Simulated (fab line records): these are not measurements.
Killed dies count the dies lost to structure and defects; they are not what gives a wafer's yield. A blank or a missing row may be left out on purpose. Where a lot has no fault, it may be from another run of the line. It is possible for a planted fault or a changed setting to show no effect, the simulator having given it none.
8D (eight disciplines) problem report, filled in by code	flow rit cmos	the parts of the form that need people (team, actions taken, sign-off) are left out

## 1. WHAT WENT WRONG
On 2 wafers of 1 lot, oes product au at RIT_M1_METAL_ETCH_12 has a mean of 0.731 a.u.; fault-free wafers read 0.779 a.u., standard deviation 0.011. Relative to the usual mean, that is a shift of -4.4 standard deviations.
The step: etches Al in Cl2/BCl3, stops on SiO2, time 165 s, target depth 600 nm.
First seen on wafer L848.2, day 6 01:01, on rie metal-02. At this step, 15 wafers from 5 lots have a number in the record. The rule behind "out" and "out of limits": a value lying over 4 standard deviations away from the usual mean. The other wafers with a number count as sound.

## 2. WHAT IT IS, WHAT IT ISN'T
question	is	is not
which readings at this step	oes product au	chamber pressure mTorr, drypump motor current A, throttle valve pct
which lots	L848	L839, L841, L854, L858
which wafers of those lots	L848.2, L848.5	L848.6
read on which tools	rie metal-02	rie metal-01, rie metal-04
when	from day 6 01:01	up to then (7 sound wafers); but 6 sound wafers of L854, L858 came after

## 3. WHAT RULES OUT EACH SUSPECT
Counting: any tool at a process step up to the reading remains a suspect provided it ran every lot that is out. Sound lots after the first of them don't rule it out here, since some wafers of a struck lot are sound.
- pvd sputter-02 at RIT_M1_SPUTTER_00 (material Al, target thk 400 nm, time 500 s): kept. It ran the lot that is out, L848 (day 5 23:08).
- rie metal-02 at RIT_M1_METAL_ETCH_12 (etches Al in Cl2/BCl3, stops on SiO2, time 165 s, target depth 600 nm): kept. It ran the lot that is out, L848 (day 6 01:01); its last sound lot up to then is L839 (day 4 10:28). Its own readings are out on those wafers: oes product au.
- The sound lot-mates ran in chamber 0 of rie metal-02 at RIT_M1_METAL_ETCH_12, but the wafers that are out ran in chamber 1.
The count leaves rie metal-02 at RIT_M1_METAL_ETCH_12 and pvd sputter-02 at RIT_M1_SPUTTER_00.

## 4. THE CAUSE (what the simulator had put in)
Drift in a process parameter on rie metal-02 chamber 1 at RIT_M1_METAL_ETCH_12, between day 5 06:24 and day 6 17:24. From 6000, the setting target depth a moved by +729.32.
Counting left 2 suspects, and this tool is among them.

## 5. SEQUENCE OF EFFECTS, ordered by route
Rows list readings where the struck wafers' mean (over those with a number) sits beyond 3 standard deviations from the usual. Readings are gone through only where the record gives a usual standard deviation; hours: the median, over the lots, of the time from a lot's start at the first step in this table giving one to that lot's start at this step; sigmas: the change measured in usual standard deviations.
hours	step	reading	usual	on struck wafers	change	sigmas
0	RIT_M1_METAL_ETCH_12	oes product au	0.779 a.u.	0.731	-0.048	-4.4
It contains these process steps:
- RIT_M1_METAL_ETCH_12: etches Al in Cl2/BCl3, stops on SiO2, time 165 s, target depth 600 nm.

## 6. HOW IT WOULD HAVE BEEN CAUGHT EARLIER
19 hours passed between the start of the fault at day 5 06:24 and the first reading out of limits in this record, taken at day 6 01:01.
